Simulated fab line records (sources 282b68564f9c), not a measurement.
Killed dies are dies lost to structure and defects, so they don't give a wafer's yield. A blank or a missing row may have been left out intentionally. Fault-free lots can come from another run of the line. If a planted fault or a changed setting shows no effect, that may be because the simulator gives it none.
fab line records	flow rit-cmos
[record] lots = 4	wafers = 12	last-day = 19
route steps=202 shown SDANNEAL@156 SILICIDE@161 CONTACT@168 M1@184
lots that met no fault: taken from a fault-free run of the same line
start-h: hours from the record's first day to the start of the lot's first wafer shown	wait-h: hours from the lot's prior step to this one	" unchanged from the row above	L1.1+2: a single row standing in for several wafers	- no value present, or no start provided	* or withheld: withheld	< > ~ a bound
route shown NAME@n: a module of which the file shows steps, and the number in the route of the first	usual: mean/standard deviation taken from wafers without a fault	same: alike in all rows	chamber/n: place in a boat	sites: per-site readings	_std_site: standard deviation of those values	_edge_site: mean of outer sites minus mean of inner sites	radius-mm: how far each site lies from the wafer's centre	mask NAME#n: copy n	behind: the tool/chamber that last shaped the wafer	hold: reason for holding the lot/hours on hold/outcome of the hold	device: the n, p or np transistor that did not switch	end of line: tests run on the same wafers once the route is complete	for a step that has no rows: nothing shown but its recipe	killed: at the first sort, the dies lost to defects and structure; wafer yield is something else	map: dies across one wafer; x = killed, . = not, _ = none there
set.NAME: the setting that was run; set.NAME@STEP: the one run at that earlier step	model.NAME: the simulator's own value behind a step, which no gauge read
lots at selected steps of the route; one table per step, one row per wafer
services: from which hour (start-h, from the record's first day; less than 0 if before it) a tool's chamber was out of use, for how many hours, and why
[[steps]]
[step RIT_SDANNEAL_RTA_03]
[recipe] temp-c = 1050	time-s = 5	idle-temp-c = 600	ramp-up-c-per-s = 342	ramp-down-c-per-s = 171	cool-to-c = 600	ambient = N2
[step RIT_SILICIDE_WET_ETCH_00]
[recipe] chemistry = BOE	target = SiO2	target-depth-nm = 14	time-s = 15	dry = n2-spin	dilution = 10:1	temp-c = 21.5
[step RIT_SILICIDE_SPUTTER_01]
[recipe] material = Ti	target-thk-nm = 30	power-w = 350	chamber-pressure-pa = 0.667	gas = Ar	time-s = 240	substrate-temp-c = 25
[step RIT_SILICIDE_RTA_04]
[recipe] temp-c = 650	time-s = 10	idle-temp-c = 25	ramp-up-s = 5	ramp-down-s = 5	cool-to-c = 25	ambient = N2
[step RIT_SILICIDE_WET_ETCH_05]
[recipe] chemistry = SPM	target = Ti	temp-c = 90	time-s = 120	dry = n2-spin
[step RIT_SILICIDE_RTA_06]
[recipe] temp-c = 750	time-s = 10	idle-temp-c = 25	ramp-up-s = 5	ramp-down-s = 10	cool-to-c = 25	ambient = N2
[step RIT_CONTACT_CVD_00]
[recipe] material = SiO2	target-thk-nm = 400	precursor = TEOS	temp-c = 390	time-s = 61	rf-w = 400
[usual] heater-power-w = 326/56
lot.wafer	tool	chamber	start-h	wait-h	heater-power-w	model.SiO2_of_CONTACT_CVD_00.thk-nm
L980.3	pecvd-03	0	111.75	0.0	330	403.3
L980.5	"	1	"	"	389	399.3
L980.6	"	2	"	"	322	239.5
L983.3	pecvd-03	0	121.74	0.0	316	398.6
L983.4	"	0	"	"	316	407.8
L983.6	"	2	"	"	323	245.5
L989.1	pecvd-02	1	147.62	0.1	279	399.5
L989.4	"	1	"	"	289	405.6
L989.5	"	2	"	"	320	405.1
L993.1	pecvd-03	1	442.98	0.1	387	383.4
L993.3	"	1	"	"	403	394.4
L993.6	"	0	"	"	285	405.8
[step RIT_CONTACT_THK_MEAS_01]
[recipe] reads = SiO2_of_CONTACT_CVD_00
[usual] CONTACT_TEOS_THK = 400/5.5
lot.wafer	tool	chamber	start-h	wait-h	CONTACT_TEOS_THK[nm]
L980.3	film-metro-04	-	111.82	0.0	403
L980.5	"	-	"	"	399
L980.6	"	-	"	"	239
L983.3	film-metro-02	-	121.81	0.0	399
L983.4	"	-	"	"	408
L983.6	"	-	"	"	245
L989.1	film-metro-01	-	147.67	0.0	400
L989.4	"	-	"	"	405
L989.5	"	-	"	"	405
L993.1	film-metro-01	-	443.06	0.1	383
L993.3	"	-	"	"	395
L993.6	"	-	"	"	406
[step RIT_CONTACT_HMDS_02]
[recipe] prime-time-s = 60	prime-temp-c = 140
[step RIT_CONTACT_COAT_03]
[recipe] resist = NOVOLAK	spin-rpm = 3250	resist-thk-nm = 1000
[step RIT_CONTACT_SOFTBAKE_04]
[recipe] resist = NOVOLAK	temp-c = 90	time-s = 60
[step RIT_CONTACT_EXPOSE_05]
[recipe] mask-id = M11	na = 0.6	source-shape = conventional	sigma-outer = 0.5	target-cd-nm = 1000	dose-mj = 250
[step RIT_CONTACT_PEB_06]
[recipe] resist = NOVOLAK	temp-c = withheld	time-s = withheld
[step RIT_CONTACT_DEVELOP_07]
[recipe] resist = NOVOLAK	develop-time-s = 120	dev-temp-c = 23
[step RIT_CONTACT_HARDBAKE_10]
[recipe] resist = NOVOLAK	temp-c = 140	time-s = 60
[step RIT_CONTACT_ETCH_11]
[recipe] target-depth-a = 4800	over-etch-frac = 0.2	stop-on = TiSi2	chemistry = CHF3/CF4/Ar	target = SiO2	CHF3_flow_sccm = 50	cf4-flow-sccm = 10	Ar_flow_sccm = 100	O2_flow_sccm = 5	pressure-mtorr = 100	rf-w = 200	time-s = 320
[usual] drypump-motor-current-A = 5.8/0.62	oes-product-au = 0.993/0.016	throttle-valve-pct = 8.89/0.15
lot.wafer	tool	chamber	start-h	wait-h	drypump-motor-current-A	oes-product-au	rf-hours-counter-h	throttle-valve-pct	model.etch.depth-nm	model.CONTACT.feature-depth-nm
L980.3	rie-diel-04	2	113.26	0.1	5.1	1.000	71	9.10	403.3	403.3
L980.5	"	1	"	"	5.0	0.994	-	8.67	399.3	399.3
L980.6	"	0	"	"	6.6	0.998	-	8.75	239.5	239.5
L983.3	rie-diel-02	1	123.13	0.1	6.5	0.995	7	9.07	398.6	398.6
L983.4	"	2	"	"	5.3	0.964	5	9.14	407.8	407.8
L983.6	"	1	"	"	6.4	0.978	-	9.09	245.5	245.5
L989.1	rie-diel-04	3	149.13	0.1	6.4	0.974	53	8.88	399.5	399.5
L989.4	"	1	"	"	5.0	1.003	9	8.65	405.6	405.6
L989.5	"	0	"	"	6.6	1.003	-	8.75	405.1	405.1
L993.1	rie-diel-02	0	444.85	0.1	5.6	0.976	23	8.86	383.4	383.4
L993.3	"	1	"	"	6.4	0.989	14	9.09	394.4	394.4
L993.6	"	2	"	"	5.3	0.970	-	9.14	405.8	405.8
[step RIT_CONTACT_STRIP_12]
[recipe] chemistry = O2	time-s = 180	resist = NOVOLAK	platen-temp-c = withheld	power-w = 500	pressure-mtorr = 4000	o2-flow-sccm = 4000
[step RIT_CONTACT_CLEAN_13]
[recipe] chemistry = SC1	mix = 3:3:50	time-s = 600	temp-c = 75
[step RIT_CONTACT_CLEAN_14]
[recipe] chemistry = SC2	mix = 3:3:50	time-s = 600	temp-c = 75	dry = n2-spin
[step RIT_M1_SPUTTER_00]
[recipe] material = Al	target-thk-nm = 400	power-w = 2000	chamber-pressure-pa = 0.4	gas = Ar	time-s = 500	substrate-temp-c = 25
[step RIT_M1_HMDS_03]
[recipe] prime-time-s = 60	prime-temp-c = 140
[step RIT_M1_COAT_04]
[recipe] resist = NOVOLAK	spin-rpm = 2000	resist-thk-nm = 1300
[step RIT_M1_SOFTBAKE_05]
[recipe] resist = NOVOLAK	temp-c = 90	time-s = 60
[step RIT_M1_EXPOSE_06]
[recipe] mask-id = M12	na = 0.6	source-shape = conventional	sigma-outer = 0.5	target-cd-nm = 2600	dose-mj = 250
[step RIT_M1_PEB_07]
[recipe] resist = NOVOLAK	temp-c = withheld	time-s = withheld
[step RIT_M1_DEVELOP_08]
[recipe] resist = NOVOLAK	develop-time-s = 68	dev-temp-c = 23
[step RIT_M1_HARDBAKE_11]
[recipe] resist = NOVOLAK	temp-c = 140	time-s = 120
[step RIT_M1_METAL_ETCH_12]
[recipe] stop-on = SiO2	chemistry = Cl2/BCl3	target = Al	time-s = 165	over-etch-frac = 0.5	pressure-mtorr = 100	target-depth-a = 6000	rf-w = 250	Cl2_flow_sccm = 60	bcl3-flow-sccm = 50
[usual] drypump-motor-current-A = 5.7/0.41	oes-product-au = 0.778/0.016	throttle-valve-pct = 8.30/0.11
lot.wafer	tool	chamber	start-h	wait-h	drypump-motor-current-A	oes-product-au	rf-hours-counter-h	throttle-valve-pct	model.SiO2_of_CONTACT_CVD_00.thk-nm
L980.3	rie-metal-01	0	116.53	0.2	5.9	0.798	-	8.30	368
L980.5	"	0	"	"	5.9	0.801	-	8.34	363.7
L980.6	"	1	"	"	5.7	0.784	-	8.21	205.7
L983.3	rie-metal-01	0	125.91	0.2	5.9	0.793	-	8.31	363.1
L983.4	"	1	"	"	5.6	0.768	-	8.20	374
L983.6	"	1	"	"	5.7	0.773	-	8.21	211.8
L989.1	rie-metal-01	1	151.85	0.2	5.6	0.774	2	8.23	365.7
L989.4	"	1	"	"	5.6	0.781	-	8.21	371.8
L989.5	"	1	"	"	5.6	0.774	-	8.21	371.4
L993.1	rie-metal-04	1	447.57	0.2	5.7	0.769	3	8.10	347.6
L993.3	"	1	"	"	5.7	0.777	-	8.11	358.8
L993.6	"	1	"	"	5.7	0.785	-	8.12	370.3
[step RIT_M1_STRIP_13]
[recipe] chemistry = nmp	resist = NOVOLAK	temp-c = 80	time-s = 600	dry = n2-spin
[step RIT_M1_PROBE_99]
[usual] killed-at-contacts = 0.1/0.27	killed-at-front-end = 6/3	killed-dies = 7/3	killed-open = 3.1/2	killed-short = 3.4/2
[same] gross-dies = 264	killed_at_M0_to_M3 = 0	killed_at_M4_up = 0	killed-at-back-side = 0	killed-at-other = 0
lot.wafer	tool	chamber	start-h	wait-h	killed-at-contacts	killed-at-front-end	killed-dies	killed-open	killed-short	model.etest.field-p-metal.vt-v	model.etest.nmos_0p15.junction-log10-a-um	model.etest.nmos-narrow.off-log10-a-um	model.etest.nmos_0p3.off-log10-a-um	model.etest.gate-end-array.leak-log10-a-um	model.etest.contact-diode-array.leak-log10-a	model.etest.pmos_0p15.junction-log10-a-um	model.etest.antenna-contact.gate-log10-a-cm2
L980.3	prober-02	-	119.07	0.2	0	4	4	3	1	-30.3	-13.41	-13.1	-13.06	-12.88	-9.594	-13.81	-6.165
L980.5	prober-02	-	119.17	0.2	1	5	6	4	2	-30.13	-13.6	-13.21	-13.12	-12.87	-9.481	-13.75	-6.152
L980.6	prober-02	-	119.22	0.2	0	9	9	6	3	-21.43	-12.08	-12.06	-12.05	-11.82	-8.708	-13.02	-5.689
L983.3	prober-01	-	128.22	0.2	0	0	0	0	0	-27.99	-13.68	-13.22	-13.12	-12.88	-9.299	-13.73	-6.075
L983.4	prober-01	-	128.27	0.2	0	7	7	1	6	-27.98	-13.52	-13.05	-13.01	-12.77	-9.462	-13.68	-5.956
L983.6	prober-01	-	128.37	0.2	1	7	8	2	6	-20.46	-12.13	-12.09	-12.08	-11.9	-8.678	-13.02	-5.776
L989.1	prober-01	-	154.10	0.1	0	2	2	1	1	-29.28	-13.67	-13.28	-13.07	-12.9	-9.451	-13.8	-6.271
L989.4	prober-01	-	154.25	0.2	0	2	2	1	1	-29.69	-13.36	-13.09	-13.02	-12.75	-9.532	-13.79	-6.516
L989.5	prober-01	-	154.30	0.2	0	2	2	0	2	-29.74	-13.49	-13.28	-13.33	-13.13	-9.53	-13.67	-6.578
L993.1	prober-01	-	450.00	0.1	0	7	7	3	4	-28.97	-13.4	-13.34	-13.07	-13	-9.574	-13.82	-6.058
L993.3	prober-01	-	450.10	0.2	0	5	5	1	4	-29.7	-13.49	-13.26	-13.12	-12.97	-9.516	-13.94	-6.16
L993.6	prober-01	-	450.25	0.2	0	13	13	9	4	-29.76	-13.6	-13.31	-13.17	-13.01	-9.553	-13.87	-6.426
// killed by level:class
L980.3 REOX:geometric-particle:open=2 GATE:geometric-particle:open=1 SILICIDE:geometric-particle:short=1
L980.5 FOX1:geometric-particle:open=1 FOX1:geometric-particle:short=1 GATE:geometric-particle:open=1 SPACER:geometric-particle:short=1 SILICIDE:geometric-particle:open=1 CONTACT:geometric-particle:open=1
L980.6 GATE:geometric-particle:open=5 FOX1:geometric-particle:open=1 FOX2:geometric-particle:short=1 GATE:geometric-particle:short=1 REOX:geometric-particle:short=1
L983.4 FOX2:geometric-particle:short=2 GATE:geometric-particle:short=2 FOX1:geometric-particle:open=1 FOX1:geometric-particle:short=1 SPACER:geometric-particle:short=1
L983.6 GATE:geometric-particle:short=3 FOX1:geometric-particle:short=1 FOX2:geometric-particle:open=1 GATE:geometric-particle:open=1 SPACER:geometric-particle:short=1 CONTACT:geometric-particle:short=1
L989.1 GATE:geometric-particle:short=1 SPACER:geometric-particle:open=1
L989.4 SPACER:geometric-particle:short=1 SPACER:geometric-particle:open=1
L989.5 FOX1:geometric-particle:short=1 REOX:geometric-particle:short=1
L993.1 GATE:geometric-particle:open=3 GATE:geometric-particle:short=2 REOX:geometric-particle:short=1 SPACER:geometric-particle:short=1
L993.3 FOX1:geometric-particle:short=1 FOX1:geometric-particle:open=1 FOX2:geometric-particle:short=1 GATE:geometric-particle:short=1 SILICIDE:geometric-particle:short=1
L993.6 GATE:geometric-particle:open=6 FOX1:geometric-particle:open=3 FOX1:geometric-particle:short=2 FOX2:geometric-particle:short=1 SPACER:geometric-particle:short=1
[[services]]
tool	chamber	start-h	hours	kind
pecvd-02	1	94.49	7.6	repair
rie-diel-02	-	126.93	28.1	pm
pecvd-03	-	133.40	1.8	repair
rie-metal-04	-	136.12	20.0	pm
rie-diel-02	3	157.63	5.5	repair
pecvd-03	2	159.42	8.5	repair
rie-diel-04	-	165.71	2.8	pm
rie-diel-04	3	178.57	6.1	repair
pecvd-03	2	197.78	16.6	repair
rie-diel-04	0	198.24	3.7	repair
pecvd-03	1	214.86	2.2	repair
rie-diel-02	-	278.67	2.8	pm
rie-diel-02	1	319.43	3.4	repair
pecvd-03	1	325.98	4.6	repair
rie-metal-01	0	336.84	1.2	repair
pecvd-03	0	358.16	3.6	repair
rie-diel-02	-	374.40	2.0	repair
rie-diel-02	3	382.26	3.6	repair
rie-diel-04	2	391.39	2.4	repair
rie-diel-02	2	410.15	2.4	repair
pecvd-03	-	419.35	0.5	repair
pecvd-03	0	419.71	7.8	repair
rie-diel-02	0	419.96	8.4	repair
pecvd-03	2	438.62	5.3	repair
[[key]]
[first-sign] step = RIT_CONTACT_THK_MEAS_01	reading = CONTACT_TEOS_THK	direction = down	sigmas = 29	usual = 400	struck = 242
effect none on later readings
[model-effect] step = RIT_CONTACT_CVD_00	value = SiO2_of_CONTACT_CVD_00.thk-nm	without = 397.5	struck = 242.5
[model-effect] step = RIT_CONTACT_ETCH_11	value = etch.depth-nm	without = 397.5	struck = 242.5
[model-effect] step = RIT_M1_METAL_ETCH_12	value = SiO2_of_CONTACT_CVD_00.thk-nm	without = 363.8	struck = 208.8
[model-effect] step = RIT_M1_PROBE_99	value = etest.field-p-metal.vt-v	without = -28.68	struck = -20.94
met-at RIT_CONTACT_CVD_00
struck-wafers L980.6,L983.6
tester-left-out L980,L983
[fault] kind = process-parameter-drift	tool = pecvd-03	chamber = 2	onset-h = 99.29	steps = RIT_CONTACT_CVD_00	channel = target-thk-nm	offset = -153.82	shape = step	end-h = 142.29	stated = 400
// tester-left-out: of these lots the tester's yield and bins aren't shown, on N5 and GAA mostly nor the transistor test; their killed dies are dies lost to structure and defects alone, not to doping, threshold or leakage, so they don't give the yield
